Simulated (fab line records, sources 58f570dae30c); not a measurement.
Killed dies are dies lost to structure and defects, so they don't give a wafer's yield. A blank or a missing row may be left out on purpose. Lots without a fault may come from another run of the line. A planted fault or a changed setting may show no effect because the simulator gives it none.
One fault seen from 2 desks | flow berkeley_cmos170 | each desk has only its own numbers; what lay behind them comes last

THE METROLOGY DESK
What the gauges read, lot by lot, whatever tool the lot ran on: means of the sampled wafers that have a number. A lot is out of limits, marked OUT, if its mean lies more than 4 standard deviations from the usual mean; the brackets give that distance.
Columns: A = cd_nm at UCB170_PSD_CD_MEAS_06, usual 1199.4 nm; B = PSD_OVL at UCB170_PSD_OVL_MEAS_07, usual 0 nm; C = cd_nm at UCB170_M1_CD_MEAS_09, usual 699.9 nm
lot  | first seen here | A      | B  | C
L374 | day 8 04:31     | 1198.1 | -3 | 699.5
L375 | day 8 04:45     | 1198.0 | -6 | 700.2
L376 | day 8 16:58     | 1200.0 | 8  | 701.4
L378 | day 8 23:22     | 1198.7 | -2 | 698.7
L379 | day 8 23:38     | 1202.0 | 0  | 698.5
L377 | day 8 23:55     | 1199.2 | -1 | 699.4
L380 | day 9 09:52     | 1201.1 | 5  | 699.4
L382 | day 10 00:18    | 1198.8 | -4 | 698.8
L383 | day 10 07:30    | 1201.2 | 5  | 699.5
L386 | day 10 21:52    | 1199.7 | 4  | 698.9
L387 | day 10 22:07    | 1198.8 | -2 | 699.0
L389 | day 11 16:46    | 1198.5 | -1 | 702.4
L391 | day 12 02:14    | 1201.4 | -2 | 701.0
L393 | day 12 13:14    | 1200.1 | 0  | 701.9
L394 | day 12 13:20    | 1200.5 | 2  | 699.4
This desk's finding: nothing out of limits on any of the 15 lots.

THE TOOL OWNER'S DESK: litho_track-02
The tool's own readings at UCB170_M2_HMDS_04 (prime time 60 s): means of the sampled wafers that have a number, for each lot that ran on this tool. A lot is out of limits, marked OUT, if its mean lies more than 4 standard deviations from the usual mean; the brackets give that distance.
Columns: A = prime_temp_c at UCB170_M2_HMDS_04, usual 100.01 C; B = resist_line_temp_C at UCB170_M2_HMDS_04, usual 23.00 C
lot  | first seen here | A               | B
L375 | day 8 22:19     | 100.11          | 22.93
L376 | day 9 09:31     | 100.11          | 22.96
L380 | day 10 00:38    | 99.97           | 23.04
L383 | day 11 01:52    | 99.99           | 22.86
L386 | day 11 14:16    | 89.85 (-78) OUT | 22.85
L387 | day 11 14:41    | 89.87 (-78) OUT | 23.02
L389 | day 12 14:11    | 89.95 (-77) OUT | 22.98
This desk's finding: out of limits on L386, L387, L389; first on L386, day 11 14:16 (prime_temp_c at UCB170_M2_HMDS_04). In limits: L375, L376, L380, L383.

PUT TOGETHER
The tool owner's desk could have raised an alarm at day 11 14:16, on L386, L387, L389.
The metrology desk saw nothing out of limits.
The metrology desk has L386, L387, L389 on record, within its limits.
Of the lots named, all ran UCB170_M2_HMDS_04 on litho_track-02.

WHAT THE SIMULATOR HAD PUT IN
Process parameter drift: litho_track-02, from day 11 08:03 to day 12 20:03, at UCB170_M2_HMDS_04. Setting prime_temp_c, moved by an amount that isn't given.
Lots struck among those shown: L386, L387, L389.
Hours from the fault's start to each desk's first reading out of limits: the tool owner's desk, 6.
